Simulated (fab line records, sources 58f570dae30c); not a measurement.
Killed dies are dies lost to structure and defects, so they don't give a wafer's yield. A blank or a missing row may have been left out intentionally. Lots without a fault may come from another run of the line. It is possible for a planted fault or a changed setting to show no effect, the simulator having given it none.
What tool caused it? / flow berkeleyCmos170 / Sampling: 14 lots, 41 wafers, 3 of 331 route steps

WHAT EACH GAUGE READ, for each wafer
UCB170_V2_CD_MEAS_90: target cd 700 nm. Usual: cdNm reads 700.3 nm (standard deviation 2.1).
lot=L232; measured=day 9 06:44; on=cdSem-01; cdNm (nm)=700.9 703.3 703.2; flag=
lot=L231; measured=day 9 07:02; on=cdSem-01; cdNm (nm)=701.2 701.0 700.6; flag=
lot=L233; measured=day 9 07:52; on=cdSem-01; cdNm (nm)=697.3 695.6 697.0; flag=
lot=L235; measured=day 9 19:11; on=cdSem-01; cdNm (nm)=699.4 699.2 699.7; flag=
lot=L240; measured=day 10 02:50; on=cdSem-02; cdNm (nm)=697.3 700.1 698.2; flag=
lot=L238; measured=day 10 06:28; on=cdSem-02; cdNm (nm)=700.3 700.2 699.1; flag=
lot=L242; measured=day 10 18:02; on=cdSem-01; cdNm (nm)=702.4 702.1; flag=
lot=L245; measured=day 11 06:48; on=cdSem-02; cdNm (nm)=701.6 701.8 701.4; flag=
lot=L243; measured=day 11 07:02; on=cdSem-01; cdNm (nm)=700.6 704.1 701.1; flag=
lot=L244; measured=day 11 08:28; on=cdSem-02; cdNm (nm)=702.3 703.2 700.5; flag=
lot=L247; measured=day 11 18:44; on=cdSem-02; cdNm (nm)=697.7 694.6 697.2; flag=
lot=L248; measured=day 11 19:20; on=cdSem-01; cdNm (nm)=701.2 701.8 698.2; flag=
lot=L246; measured=day 11 19:00; on=cdSem-01; cdNm (nm)=701.1 702.0 701.5; flag=
lot=L250; measured=day 12 06:35; on=cdSem-01; cdNm (nm)=699.8 699.4 699.5; flag=

UCB170_M3_THK_MEAS_03: measures by xrf. Usual: M3_AL_THK typically reads 912 nm, with standard deviation 11.
lot=L232; measured=day 9 07:07; on=filmMetro-04; M3_AL_THK (nm)=902 918 920; flag=
lot=L231; measured=day 9 07:26; on=filmMetro-02; M3_AL_THK (nm)=906 918 916; flag=
lot=L233; measured=day 9 08:14; on=filmMetro-04; M3_AL_THK (nm)=902 905 909; flag=
lot=L235; measured=day 9 19:34; on=filmMetro-01; M3_AL_THK (nm)=905 917 923; flag=
lot=L240; measured=day 10 03:13; on=filmMetro-01; M3_AL_THK (nm)=921 898 897; flag=
lot=L238; measured=day 10 06:51; on=filmMetro-02; M3_AL_THK (nm)=901 907 904; flag=
lot=L242; measured=day 10 18:24; on=filmMetro-01; M3_AL_THK (nm)=913 920; flag=
lot=L245; measured=day 11 07:11; on=filmMetro-04; M3_AL_THK (nm)=908 900 908; flag=
lot=L243; measured=day 11 07:25; on=filmMetro-01; M3_AL_THK (nm)=915 928 921; flag=
lot=L244; measured=day 11 08:50; on=filmMetro-04; M3_AL_THK (nm)=924 903 922; flag=
lot=L247; measured=day 11 19:07; on=filmMetro-02; M3_AL_THK (nm)=912 906 923; flag=
lot=L248; measured=day 11 19:41; on=filmMetro-04; M3_AL_THK (nm)=923 901 914; flag=
lot=L246; measured=day 11 19:23; on=filmMetro-01; M3_AL_THK (nm)=926 915 925; flag=
lot=L250; measured=day 12 06:58; on=filmMetro-04; M3_AL_THK (nm)=897 909 911; flag=

WHAT TOOL EACH LOT RAN ON (gives the tool, then ch and the chambers of the sampled wafers, and finally the start)
lot=L232; UCB170_M2_STRIP_07=plasmaAsher-04 ch 0,1, day 9 02:38
lot=L231; UCB170_M2_STRIP_07=plasmaAsher-01 ch 0,1, day 9 02:57
lot=L233; UCB170_M2_STRIP_07=plasmaAsher-02 ch 0,1, day 9 03:07
lot=L235; UCB170_M2_STRIP_07=plasmaAsher-04 ch 0,1, day 9 10:40
lot=L240; UCB170_M2_STRIP_07=plasmaAsher-04 ch 0,1, day 9 21:23
lot=L238; UCB170_M2_STRIP_07=plasmaAsher-02 ch 0,1, day 10 01:35
lot=L242; UCB170_M2_STRIP_07=plasmaAsher-01 ch 0,1, day 10 13:01
lot=L245; UCB170_M2_STRIP_07=plasmaAsher-02 ch 1, day 11 00:31
lot=L243; UCB170_M2_STRIP_07=plasmaAsher-02 ch 0,1, day 11 00:58
lot=L244; UCB170_M2_STRIP_07=plasmaAsher-04 ch 0,1, day 11 01:08
lot=L247; UCB170_M2_STRIP_07=plasmaAsher-02 ch 1, day 11 12:43
lot=L248; UCB170_M2_STRIP_07=plasmaAsher-01 ch 0,1, day 11 12:50
lot=L246; UCB170_M2_STRIP_07=plasmaAsher-02 ch 0,1, day 11 13:10
lot=L250; UCB170_M2_STRIP_07=plasmaAsher-01 ch 0,1, day 12 02:17
- UCB170_M2_STRIP_07: strips in O2.

AS READ BY THE TOOLS THEMSELVES (means over the sampled wafers that have a number; for cases with no such wafer, the mark the record gives instead)
UCB170_M2_STRIP_07. Usual: drypumpMotorCurrentA 5.4 A, standard deviation 0.33; oesProductAu 0.735 a.u., standard deviation 0.0043; stripTimeToEndpointS 21.98 s, standard deviation 0.069.
lot=L232; tool=plasmaAsher-04; drypumpMotorCurrentA (A)=5.4; oesProductAu (a.u.)=0.735; stripTimeToEndpointS (s)=21.98; flag=
lot=L231; tool=plasmaAsher-01; drypumpMotorCurrentA (A)=5.5; oesProductAu (a.u.)=0.734; stripTimeToEndpointS (s)=21.94; flag=
lot=L233; tool=plasmaAsher-02; drypumpMotorCurrentA (A)=5.3; oesProductAu (a.u.)=0.735; stripTimeToEndpointS (s)=22.04; flag=
lot=L235; tool=plasmaAsher-04; drypumpMotorCurrentA (A)=5.2; oesProductAu (a.u.)=0.735; stripTimeToEndpointS (s)=21.85; flag=
lot=L240; tool=plasmaAsher-04; drypumpMotorCurrentA (A)=5.4; oesProductAu (a.u.)=0.734; stripTimeToEndpointS (s)=21.92; flag=
lot=L238; tool=plasmaAsher-02; drypumpMotorCurrentA (A)=5.5; oesProductAu (a.u.)=0.736; stripTimeToEndpointS (s)=21.99; flag=
lot=L242; tool=plasmaAsher-01; drypumpMotorCurrentA (A)=5.6; oesProductAu (a.u.)=0.732; stripTimeToEndpointS (s)=22.05; flag=
lot=L245; tool=plasmaAsher-02; drypumpMotorCurrentA (A)=5.8; oesProductAu (a.u.)=0.732; stripTimeToEndpointS (s)=22.04; flag=
lot=L243; tool=plasmaAsher-02; drypumpMotorCurrentA (A)=5.6; oesProductAu (a.u.)=0.736; stripTimeToEndpointS (s)=21.96; flag=
lot=L244; tool=plasmaAsher-04; drypumpMotorCurrentA (A)=5.3; oesProductAu (a.u.)=0.735; stripTimeToEndpointS (s)=21.92; flag=
lot=L247; tool=plasmaAsher-02; drypumpMotorCurrentA (A)=5.8; oesProductAu (a.u.)=0.735; stripTimeToEndpointS (s)=21.96; flag=
lot=L248; tool=plasmaAsher-01; drypumpMotorCurrentA (A)=5.5; oesProductAu (a.u.)=0.728; stripTimeToEndpointS (s)=21.92; flag=
lot=L246; tool=plasmaAsher-02; drypumpMotorCurrentA (A)=5.3; oesProductAu (a.u.)=0.738; stripTimeToEndpointS (s)=21.97; flag=
lot=L250; tool=plasmaAsher-01; drypumpMotorCurrentA (A)=5.5; oesProductAu (a.u.)=0.735; stripTimeToEndpointS (s)=21.89; flag=

THE ANSWER, worked out from the rows above alone
Rule: a lot counts as off when the mean over its wafers that have a number is more than 3 standard deviations away from the usual mean. Also off: a lot with no number at a reading for which 4 or more lots have one. Any other lot the step has rows for is counted as sound. First the gauges in route order, then the tools' own readings, where a lot's mean is used as printed above. The first step at which some lot is off is used, and at that step the reading that is off furthest; a lot without a number counts as furthest.
Nothing can be told from this: no lot is off at any reading shown.

WHAT HAD BEEN PUT IN BY THE SIMULATOR
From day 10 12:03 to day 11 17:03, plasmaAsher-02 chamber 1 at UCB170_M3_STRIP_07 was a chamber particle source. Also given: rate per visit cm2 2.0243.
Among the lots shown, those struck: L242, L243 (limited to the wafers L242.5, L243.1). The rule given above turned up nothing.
